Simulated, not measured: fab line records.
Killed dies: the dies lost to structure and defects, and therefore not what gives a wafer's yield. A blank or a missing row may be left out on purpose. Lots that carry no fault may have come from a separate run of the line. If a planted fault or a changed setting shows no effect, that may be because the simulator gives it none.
Struck lot and sound lot, side by side    flow rit cmos    18 out of 202 route steps
Sound: the wafers L799.1, L799.3, L799.4. The struck wafers were L807.2, L807.4, L807.6. The cause comes at the end.
Each step with rows lists, per side, the tool, then ch with its chambers, then its first start. Under that, the readings that differ: sound wafers    struck wafers    difference of the means    sigmas: that difference in standard deviations of wafers without a fault.
alike: same words and numbers on both sides, and readings whose means sit less than 2 such deviations apart. not compared: any withheld reading, any reading some wafer has no value for, any bound like >300 that may hide the same value, and any number with overlapping values for which the record gives no deviation.
Wherever a step has rows on one side only, a row that says differs or no value, or a row with sigmas, the two part there. Non-overlapping numbers with no deviation appear without sigmas and do not part them. A reading missing from all wafers of one side parts the sides only when that side holds two or more wafers.

first, 2 steps without rows for these wafers: RIT_PWELL_PEB_04; RIT_PWELL_DEVELOP_05 (develop time 68 s).
RIT_PWELL_OVL_MEAS_06:
  sound: overlay-02 at day 4 11:42; struck: overlay-02 at day 6 04:07
  alike: PWELL_OVL
then, 2 steps without rows for these wafers: RIT_PWELL_HARDBAKE_07 (time 120 s); RIT_PWELL_IMPLANT_08.
RIT_PWELL_STRIP_09: strips in O2, time 180 s.
  sound on plasma asher-01 ch 0,1, day 4 12:08; struck on plasma asher-01 ch 0, day 6 04:33
  alike: drypump motor current A
  not compared: rf hours counter h
RIT_PWELL_TW_MEAS_10:
  sound: film metro-01 at day 4 12:19; struck: film metro-01 at day 6 04:44
  alike: PWELL_TW
then, 1 step without rows for these wafers: RIT_WELLDRIVE_ANNEAL_00 (time 14700 s).
RIT_WELLDRIVE_RS_MEAS_01: uses a four-point probe to measure.
  sound: film metro-04 at day 4 17:27; struck: film metro-04 at day 6 10:37
reading            sound              struck             difference  sigmas
NWELL_RS (ohm/sq)  277.5 277.5 277.2  275.2 275.5 275.9  -1.9        -3
RIT_WELLDRIVE_RS_MEAS_02: uses a four-point probe to measure.
  sound: film metro-04 at day 4 17:34; struck: film metro-04 at day 6 10:44
  alike: PWELL_RS
then, 2 steps without rows for these wafers: RIT_NRETRO_HMDS_00 (prime time 60 s); RIT_NRETRO_COAT_01 (resist thk 1300 nm).
RIT_NRETRO_SOFTBAKE_02: time 60 s.
  sound on litho track-02 ch 0, day 4 17:59; struck on litho track-04 ch 0, day 6 11:10
reading                   sound              struck             difference  sigmas
heater power total W (W)  34.62 34.65 34.60  32.30 32.46 32.36  -2.25       -43
plate temp C (C)          90.07 89.95 89.96  86.01 85.96 86.04  -3.99       -31
then, 2 steps without rows for these wafers: RIT_NRETRO_EXPOSE_03 (exposes mask M4, target cd 43900 nm); RIT_NRETRO_PEB_04.
RIT_NRETRO_DEVELOP_05: develop time 68 s.
  sound on litho track-03 ch 0; struck on litho track-04 ch 0
reading                                      sound           struck          difference  sigmas
model.NOVOLAK_of_NRETRO_COAT_01.thk nm (nm)  1307 1305 1308  1319 1320 1314  +11         
RIT_NRETRO_OVL_MEAS_06:
  sound: overlay-01 at day 4 18:34; struck: overlay-01 at day 6 11:44
  alike: NRETRO_OVL
RIT_M1_PROBE_99:
  sound: prober-01 at day 6 03:01; struck: prober-01 at day 7 17:05
  alike: killed at contacts, killed at front end, killed dies, killed on rim, killed open, killed short

== WHERE THEY PART ==
First at RIT_WELLDRIVE_RS_MEAS_01; last, within this record, at RIT_NRETRO_SOFTBAKE_02. Later steps at which nothing parts them and some readings are alike: RIT_NRETRO_OVL_MEAS_06, RIT_M1_PROBE_99.

WHY: what had been put in by the simulator
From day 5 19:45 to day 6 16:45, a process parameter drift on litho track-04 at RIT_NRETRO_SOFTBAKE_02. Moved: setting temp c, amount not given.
